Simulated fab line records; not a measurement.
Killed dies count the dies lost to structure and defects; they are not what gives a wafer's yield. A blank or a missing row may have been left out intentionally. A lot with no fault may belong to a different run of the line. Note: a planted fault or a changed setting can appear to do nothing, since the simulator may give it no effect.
What tool caused it? + flow berkeley cmos170 + 14 lots with 42 wafers sampled at 2 steps, on a route of 331 steps

WHAT THE GAUGES SHOWED, per wafer
UCB170_GATE_CD_MEAS_12: target cd 350 nm. Usual: 350.2 nm for cd nm, sd 1.3.
| lot  | measured     | on        | cd nm (nm)        | flag |
|------|--------------|-----------|-------------------|------|
| L709 | day 5 22:16  | cd sem-01 | 351.0 349.9 350.9 |      |
| L708 | day 6 03:17  | cd sem-01 | 351.9 351.6 350.3 |      |
| L711 | day 6 10:46  | cd sem-02 | 349.8 349.7 349.3 |      |
| L710 | day 6 10:50  | cd sem-01 | 349.7 350.8 350.2 |      |
| L716 | day 7 05:41  | cd sem-02 | 350.3 350.7 351.1 |      |
| L712 | day 7 06:18  | cd sem-01 | 349.2 347.9 348.5 |      |
| L719 | day 7 18:45  | cd sem-02 | 337.1 336.7 337.6 | OFF  |
| L720 | day 8 01:10  | cd sem-02 | 341.1 340.7 341.0 | OFF  |
| L721 | day 8 01:24  | cd sem-02 | 351.8 350.4 350.4 |      |
| L725 | day 9 03:50  | cd sem-01 | 349.1 349.2 350.7 |      |
| L726 | day 9 04:25  | cd sem-01 | 351.5 351.0 350.9 |      |
| L724 | day 9 04:46  | cd sem-01 | 351.8 350.1 350.3 |      |
| L729 | day 10 07:43 | cd sem-01 | 350.4 349.8 349.8 |      |
| L730 | day 10 07:40 | cd sem-02 | 351.6 351.4 351.1 |      |

WHICH TOOL RAN EACH LOT (tool, then ch and the chambers of the sampled wafers, then the start)
| lot  | UCB170_GATE_SOFTBAKE_08           |
|------|-----------------------------------|
| L709 | litho track-03 ch 0, day 5 20:00  |
| L708 | litho track-01 ch 0, day 6 01:00  |
| L711 | litho track-01 ch 0, day 6 10:00  |
| L710 | litho track-04 ch 0, day 6 10:00  |
| L716 | litho track-04 ch 0, day 7 04:00  |
| L712 | litho track-01 ch 0, day 7 05:00  |
| L719 | litho track-04 ch 0, day 7 18:00  |
| L720 | litho track-04 ch 0, day 8 00:00  |
| L721 | litho track-01 ch 0, day 8 00:00  |
| L725 | litho track-01 ch 0, day 9 02:00  |
| L726 | litho track-01 ch 0, day 9 03:00  |
| L724 | litho track-03 ch 0, day 9 03:00  |
| L729 | litho track-01 ch 0, day 10 06:00 |
| L730 | litho track-03 ch 0, day 10 06:00 |
- UCB170_GATE_SOFTBAKE_08: time 60 s.

WHAT THE TOOLS THEMSELVES READ (means of the sampled wafers that have a number; where no wafer has one, the mark that the record gives instead)
UCB170_GATE_SOFTBAKE_08. Usual: heater power total W 56.80 W, standard deviation 0.043; plate temp C 129.99 C, standard deviation 0.14.
| lot  | tool           | heater power total W (W) | plate temp C (C) | flag |
|------|----------------|--------------------------|------------------|------|
| L709 | litho track-03 | 56.78                    | 129.88           |      |
| L708 | litho track-01 | 56.82                    | 130.02           |      |
| L711 | litho track-01 | 56.82                    | 129.98           |      |
| L710 | litho track-04 | 56.81                    | 130.13           |      |
| L716 | litho track-04 | 56.82                    | 129.97           |      |
| L712 | litho track-01 | 56.79                    | 129.92           |      |
| L719 | litho track-04 | 58.98                    | 133.82           | OFF  |
| L720 | litho track-04 | 58.99                    | 133.75           | OFF  |
| L721 | litho track-01 | 56.80                    | 130.13           |      |
| L725 | litho track-01 | 56.79                    | 129.82           |      |
| L726 | litho track-01 | 56.84                    | 130.03           |      |
| L724 | litho track-03 | 56.82                    | 130.08           |      |
| L729 | litho track-01 | 56.80                    | 130.04           |      |
| L730 | litho track-03 | 56.82                    | 130.11           |      |

THE ANSWER, worked out from the rows above alone
Rule: take the mean of a lot's wafers that have a number; if it is more than 3 standard deviations from the usual mean, the lot is off. Also off: a lot with no number at a reading for which 4 or more lots have one. Any other lot the step has rows for is counted as sound. Order of review: gauges by route order, followed by the tools' own readings, for which a lot's mean as printed above is used. At the first step where some lot is off, the reading lying furthest off is the one used; lots without a number count as furthest.
Off: L719, L720 (UCB170_GATE_CD_MEAS_12, cd nm).
A tool fits if, at a process step before that reading, it ran every lot that is off, and no sound lot after the first of them. The gauges at UCB170_GATE_CD_MEAS_12 aren't tried: what is off there is off at UCB170_GATE_SOFTBAKE_08 too, on other tools, and a gauge's error can't cause that. One fits: litho track-04 at UCB170_GATE_SOFTBAKE_08. Its last sound lot is L716 (day 7 04:00), its first lot that is off L719 (day 7 18:00): a fault that began between those two fits.
The tool's own readings at UCB170_GATE_SOFTBAKE_08 bear it out: on the lots that are off they differ by more than 5 times the standard deviation of the sound lots' means. heater power total W reads 58.98 W there against 56.81 W on the sound lots; plate temp C reads 133.78 C there against 130.01 C on the sound lots.

WHAT THE SIMULATOR HAD INSERTED
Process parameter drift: litho track-04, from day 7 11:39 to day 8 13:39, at UCB170_GATE_SOFTBAKE_08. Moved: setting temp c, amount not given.
Struck lots among those shown: L719, L720. The same result came from the rule above.
